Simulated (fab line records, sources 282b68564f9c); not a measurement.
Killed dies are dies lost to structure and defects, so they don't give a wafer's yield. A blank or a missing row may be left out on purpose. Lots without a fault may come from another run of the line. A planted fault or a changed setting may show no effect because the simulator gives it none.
One fault seen from 2 desks | flow rit_cmos | each desk has only its own numbers; what lay behind them comes last

THE TOOL OWNER'S DESK: furnace-04
The tool's own readings at RIT_ACTIVE_OXIDATION_01 (target thk 46.8 nm, ox time 3360 s): means of the sampled wafers that have a number, for each lot that ran on this tool. A lot is out of limits, marked OUT, if its mean lies more than 4 standard deviations from the usual mean; the brackets give that distance.
Columns: A = ox_temp_c at RIT_ACTIVE_OXIDATION_01, usual 1000.0 C; B = ox_temp_c_max at RIT_ACTIVE_OXIDATION_01, usual 1007.5
lot  | first seen here | A      | B
L450 | day 1 20:07     | 999.9  | 1007.3
L451 | day 2 01:07     | 999.7  | 1007.9
L455 | day 2 22:38     | 1000.1 | 1007.1
L464 | day 4 19:29     | 1000.5 | 1007.9
L465 | day 4 23:54     | 999.8  | 1008.1
This desk's finding: nothing out of limits on any of the 5 lots.

THE METROLOGY DESK
What the gauges read, lot by lot, whatever tool the lot ran on: means of the sampled wafers that have a number. A lot is out of limits, marked OUT, if its mean lies more than 4 standard deviations from the usual mean; the brackets give that distance.
Columns: A = ACTIVE_OXIDE_THK at RIT_ACTIVE_THK_MEAS_02, usual 46.6 nm; B = NWELL_TW at RIT_NWELL_TW_MEAS_10, usual 2122; C = FIELD_OXIDE_LEFT_2_THK at RIT_FOX2_THK_MEAS_91, usual 256 nm; D = REOX_OXIDE_THK at RIT_REOX_THK_MEAS_04, usual 25.3 nm
lot  | first seen here | A               | B    | C   | D
L450 | day 1 22:04     | 45.8            | 2121 | 260 | 24.7
L451 | day 2 03:04     | 46.8            | 2115 | 253 | 25.8
L453 | day 2 14:07     | 47.1            | 2134 | 258 | 25.4
L454 | day 2 18:12     | 46.7            | 2106 | 256 | 25.3
L455 | day 3 00:35     | 47.3            | 2107 | 253 | 25.1
L456 | day 3 06:47     | 47.6            | 2114 | 257 | 25.6
L458 | day 3 15:21     | 47.4            | 2113 | 255 | 25.6
L460 | day 4 03:20     | 47.2            | 2146 | 260 | 25.3
L464 | day 4 21:26     | 52.5 (+7.8) OUT | 2137 | 270 | 25.5
L465 | day 5 01:51     | 52.1 (+7.2) OUT | 2095 | 255 | 25.3
L467 | day 5 11:53     | 45.8            | 2102 | 251 | 24.2
L468 | day 5 16:53     | 46.2            | 2140 | 255 | 25.5
L469 | day 5 21:37     | 46.7            | 2131 | 266 | 26.2
L471 | day 6 07:38     | 46.7            | 2142 | 244 | 24.9
This desk's finding: out of limits on L464, L465; first on L464, day 4 21:26 (ACTIVE_OXIDE_THK at RIT_ACTIVE_THK_MEAS_02). In limits: L450, L451, L453, L454, L455, L456, L458, L460, L467, L468, L469, L471.

PUT TOGETHER
The metrology desk could have raised an alarm at day 4 21:26, on L464, L465.
The tool owner's desk saw nothing out of limits.
The tool owner's desk has L464, L465 on record, within its limits.
Of the lots named, all ran RIT_ACTIVE_OXIDATION_01 on furnace-04.

WHAT THE SIMULATOR HAD PUT IN
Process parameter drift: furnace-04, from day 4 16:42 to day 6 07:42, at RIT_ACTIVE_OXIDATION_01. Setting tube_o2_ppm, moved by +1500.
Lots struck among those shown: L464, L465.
Hours from the fault's start to each desk's first reading out of limits: the metrology desk, 5.
